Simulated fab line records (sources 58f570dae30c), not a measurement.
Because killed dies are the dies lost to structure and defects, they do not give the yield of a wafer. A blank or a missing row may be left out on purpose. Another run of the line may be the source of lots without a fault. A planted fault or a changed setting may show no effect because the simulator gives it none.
8D (eight disciplines) problem report, filled in by code + flow berkeley_cmos170 + the parts of the form that need people (team, actions taken, sign-off) are left out

== 1. THE ISSUE ==
Mean NLDD_RS at UCB170_SDANNEAL_RS_MEAS_05: 630.1 ohm/sq over 6 wafers in 2 lots; fault-free wafers: 616.7 ohm/sq, standard deviation 1.7. That puts it +7.9 standard deviations away from the usual mean.
The step: measures by four-point-probe.
Earliest sighting: wafer L329.1 on film_metro-04 at day 11 06:18. Wafers with a number at this step in the record: 42, from 14 lots. By rule, "out" or "out of limits" means more than 4 standard deviations away from the usual mean. Any other wafer with a number is counted as sound.

== 2. WHAT IT IS; WHAT IT IS NOT ==
| question                    | is                           | is not                                                                 |
|-----------------------------|------------------------------|------------------------------------------------------------------------|
| which readings at this step | NLDD_RS                      | -                                                                      |
| which lots                  | L329, L333                   | L316, L317, L318, L319, L320, L321, L322, L323, L324, L326, L328, L337 |
| which wafers of those lots  | all that have a number       | -                                                                      |
| read on which gauges        | film_metro-03, film_metro-04 | film_metro-02                                                          |
| when                        | from day 11 06:18            | up to then (33 sound wafers); but 3 sound wafers of L337 came after    |

== 3. WHAT RULES OUT EACH SUSPECT ==
Counting: a tool at any process step up to the reading remains a suspect when it ran all the lots that are out and ran no sound lot after the first of those.
- the gauge at UCB170_SDANNEAL_RS_MEAS_05: ruled out. The wafers that are out were read on 2 gauges (film_metro-03, film_metro-04).
- implanter-02 at UCB170_NLDD_IMPLANT_09: kept. Every lot that is out went through it, starting with L329 (day 10 18:32), and after that it ran no sound lot; the last sound lot it ran before then is L322 (day 8 19:13).
- rtp_anneal-02 at UCB170_SDANNEAL_RTA_00 (time 10 s): ruled out as a lasting fault. Following L329 (day 11 05:49), the first lot on it that is out, the sound lots L337 were run on it.
Remaining after the count: implanter-02 at UCB170_NLDD_IMPLANT_09.

== 4. THE CAUSE (what the simulator had put in) ==
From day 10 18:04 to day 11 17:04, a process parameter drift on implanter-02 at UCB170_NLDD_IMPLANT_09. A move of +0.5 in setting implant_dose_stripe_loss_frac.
After counting, this tool was the only one left.

== 5. THE CHAIN OF EFFECTS, in route order ==
Each row: a reading where the mean over the struck wafers with a number is more than 3 standard deviations away from the usual. Readings are gone through only where the record gives a usual standard deviation; hours: the median, over the lots, of the time from a lot's start at the first step in this table giving one to that lot's start at this step; sigmas: the change measured in usual standard deviations.
| hours | step                       | reading | usual        | on struck wafers | change | sigmas |
|-------|----------------------------|---------|--------------|------------------|--------|--------|
| 0     | UCB170_SDANNEAL_RS_MEAS_05 | NLDD_RS | 616.7 ohm/sq | 630.1            | +13.4  | +7.9   |

== 6. HOW IT WOULD HAVE BEEN CAUGHT EARLIER ==
The first out-of-limits reading at a measuring or inspecting step in this record came at day 11 06:18, 12 hours after the fault's start at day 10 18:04.
Of the tool readings at UCB170_NLDD_IMPLANT_09 for which the record gives a usual standard deviation, none was out on any struck wafer, so an alarm limit of 4 standard deviations on them would not have fired.
L333, from the lots that are out (2), started UCB170_NLDD_IMPLANT_09 on implanter-02 later than day 11 06:18. It would have been spared by a hold on the tool at that moment.
